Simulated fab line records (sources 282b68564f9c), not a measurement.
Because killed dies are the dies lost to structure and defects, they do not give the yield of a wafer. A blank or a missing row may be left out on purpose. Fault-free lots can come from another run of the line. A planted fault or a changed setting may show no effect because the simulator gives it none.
Split-lot trial -- flow ritCmos -- 23 wafers read from 5 lots, route of 202 steps

THE SPLIT
At RIT_NRETRO_COAT_01 (resist thk 1300 nm), the setting spinRpm was moved away from the recipe's 2000 rpm on 10 of the 23 wafers read, by -5.2% to -3.3%. This setting was run at the recipe's value on the other wafers.

FROM THE SPLIT TO THE READING: what the file shows between them, 3 steps
- RIT_NRETRO_SOFTBAKE_02: time 60 s
- RIT_NRETRO_EXPOSE_03: exposes mask M4, target cd 43900 nm
- RIT_NRETRO_DEVELOP_05: develop time 68 s

THE READING
NOVOLAK_of_NRETRO_COAT_01.thkNm (the simulator's own value, which no gauge read), in nm, at RIT_NRETRO_HARDBAKE_07 (time 120 s). There is no usual value for it anywhere in the file. Here, 13 wafers ran the recipe; their average is 1137 nm with a standard deviation of 3.7 nm.

wafer,"tool, chamber at the split","spinRpm as run, rpm",against the recipe,"NOVOLAK_of_NRETRO_COAT_01.thkNm, nm",against lot-mates on the recipe
L075.2,"lithoTrack-02, 0",1934,-3.3%,1158,+20
L075.3,"lithoTrack-02, 0",2000,recipe,1137,-
L075.4,"lithoTrack-02, 0",1934,-3.3%,1156,+18
L075.5,"lithoTrack-02, 0",1934,-3.3%,1153,+14
L075.6,"lithoTrack-02, 0",2000,recipe,1140,-
L076.1,"lithoTrack-04, 0",2000,recipe,1139,-
L076.6,"lithoTrack-04, 0",2000,recipe,1139,-
L076.2,"lithoTrack-04, 0",2000,recipe,1141,-
L076.3,"lithoTrack-04, 0",1896,-5.2%,1168,+28
L076.5,"lithoTrack-04, 0",1896,-5.2%,1166,+26
L077.1,"lithoTrack-02, 0",2000,recipe,1135,-
L077.3,"lithoTrack-02, 0",1932,-3.4%,1157,+20
L077.4,"lithoTrack-02, 0",1932,-3.4%,1156,+19
L077.5,"lithoTrack-02, 0",2000,recipe,1139,-
L077.6,"lithoTrack-02, 0",1932,-3.4%,1155,+18
L080.1,"lithoTrack-04, 0",2000,recipe,1140,-
L080.4,"lithoTrack-04, 0",2000,recipe,1140,-
L080.2,"lithoTrack-04, 0",1896,-5.2%,1169,+30
L080.3,"lithoTrack-04, 0",1896,-5.2%,1175,+36
L080.6,"lithoTrack-04, 0",2000,recipe,1138,-
L081.2,"lithoTrack-02, 0",2000,recipe,1132,-
L081.3,"lithoTrack-02, 0",2000,recipe,1128,-
L081.4,"lithoTrack-02, 0",2000,recipe,1134,-

THE FIT
A straight line over all 23 wafers: NOVOLAK_of_NRETRO_COAT_01.thkNm changes by -6.04 nm for each +1% of spinRpm; r = -0.97; the points scatter about the line by 3.5 nm.
The same after taking each lot's own level away (the mean of its wafers on the recipe; 23 wafers): -5.66 nm for each +1%; r = -0.98; scatter 2.3 nm.
The reading moves by 29 nm for the largest change in spinRpm, on that fit.
Across the lots, their own levels run from 1131.3 to 1139.7 nm, a range of 2.3 times the standard deviation given above.
Consequently the slope shifts little with the lot-to-lot level, the two slopes agreeing.
Check: for one of the wafers moved furthest among these (-5.2%), held out of the fit, the line's prediction against its lot-mates is +29.5 nm. Against them it came out at +28.3 nm.

THE OTHER SPLITS THESE WAFERS WENT THROUGH
Note: prior to the reading, these wafers also went through further splits. Each is held against what the fit with the lots' levels taken away leaves over:
other split on the same wafers,wafers away from the commonest value,r with NOVOLAK_of_NRETRO_COAT_01.thkNm (lot level and that fit taken away)
RIT_ACTIVE_CVD_03 timeS,18,-0.12
RIT_FOX1_OXIDATION_00 tempC,15,+0.04

THE WHOLE CHAIN: every reading that the file lists as answering this split, in the file's order
step,what it does,reading,change (the file's fit),r (the file's)
RIT_NRETRO_COAT_01,resist thk 1300 nm,"NOVOLAK_of_NRETRO_COAT_01.thkNm (the simulator's own value, which no gauge read)",-6.54 nm for each +1% of the setting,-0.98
RIT_NRETRO_HARDBAKE_07,time 120 s,"NOVOLAK_of_NRETRO_COAT_01.thkNm (the simulator's own value, which no gauge read)",-5.64 nm for each +1% of the setting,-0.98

FILE'S OWN FIT
NOVOLAK_of_NRETRO_COAT_01.thkNm changes by -5.64 nm for each +1% of spinRpm, r = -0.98.
